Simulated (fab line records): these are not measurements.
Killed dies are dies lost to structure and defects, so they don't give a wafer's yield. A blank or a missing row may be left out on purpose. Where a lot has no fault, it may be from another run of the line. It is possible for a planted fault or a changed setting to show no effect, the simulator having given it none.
Split-lot study | flow berkeleyCmos170 | 23 wafers read across 5 lots, on a route 331 steps long

## THE SPLIT ITSELF
At UCB170_START_OXIDATION_02 (target thk 20 nm, ox time 1800 s), the setting tempC was moved away from the recipe's 950 C on 5 of the 23 wafers read, by +2.9%. For the rest of the wafers, this setting stayed at what the recipe calls for.

There is no step in the file separating the split from the reading.

## THE READING
At UCB170_START_THK_MEAS_03: START_OXIDE_THK, given in nm. Typical for fault-free wafers on this fab line: 20.1 nm, with standard deviation 0.33 nm.

wafer  | tool, chamber at the split | tempC as run, C | against the recipe | START_OXIDE_THK, nm | against lot-mates on the recipe
L074.1 | furnace-04, 0              | 950             | recipe             | 20.5                | -
L074.2 | furnace-04, 0              | 950             | recipe             | 20.3                | -
L074.5 | furnace-04, 0              | 950             | recipe             | 20.2                | -
L078.1 | -, -                       | 977.8           | +2.9%              | 25.9                | no lot-mate on the recipe
L078.3 | -, -                       | 977.8           | +2.9%              | 25.9                | no lot-mate on the recipe
L078.4 | -, -                       | 977.8           | +2.9%              | 26.0                | no lot-mate on the recipe
L078.5 | -, -                       | 977.8           | +2.9%              | 26.0                | no lot-mate on the recipe
L078.6 | -, -                       | 977.8           | +2.9%              | 26.2                | no lot-mate on the recipe
L080.2 | -, -                       | 950             | recipe             | 20.0                | -
L080.3 | -, -                       | 950             | recipe             | 20.2                | -
L080.4 | -, -                       | 950             | recipe             | 20.1                | -
L080.5 | -, -                       | 950             | recipe             | 20.2                | -
L080.6 | -, -                       | 950             | recipe             | 20.5                | -
L081.1 | -, -                       | 950             | recipe             | 19.7                | -
L081.2 | -, -                       | 950             | recipe             | 19.7                | -
L081.3 | -, -                       | 950             | recipe             | 19.6                | -
L081.5 | -, -                       | 950             | recipe             | 19.9                | -
L081.6 | -, -                       | 950             | recipe             | 19.9                | -
L084.2 | -, -                       | 950             | recipe             | 20.3                | -
L084.3 | -, -                       | 950             | recipe             | 20.1                | -
L084.4 | -, -                       | 950             | recipe             | 20.4                | -
L084.5 | -, -                       | 950             | recipe             | 20.3                | -
L084.6 | -, -                       | 950             | recipe             | 19.8                | -

THE FIT
A straight line over all 23 wafers: START_OXIDE_THK changes by +2.02 nm for each +1% of tempC; r = +1.00; the points scatter about the line by 0.26 nm.
Too few moved wafers with a lot-mate on the recipe to fit a line net of each lot's own level.

## THE WHOLE CHAIN: every reading that the file lists as answering this split, in the file's order
step                      | what it does                     | reading                                                                           | change (the file's fit)              | r (the file's)
UCB170_START_OXIDATION_02 | target thk 20 nm, ox time 1800 s | SiO2_of_START_OXIDATION_02.thkNm (the simulator's own value, which no gauge read) | +2.03 nm for each +1% of the setting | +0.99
UCB170_START_THK_MEAS_03  |                                  | START_OXIDE_THK                                                                   | +2.02 for each +1% of the setting    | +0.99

## THE FILE'S OWN FIT
START_OXIDE_THK changes by +2.02 nm for each +1% of tempC, r = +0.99.
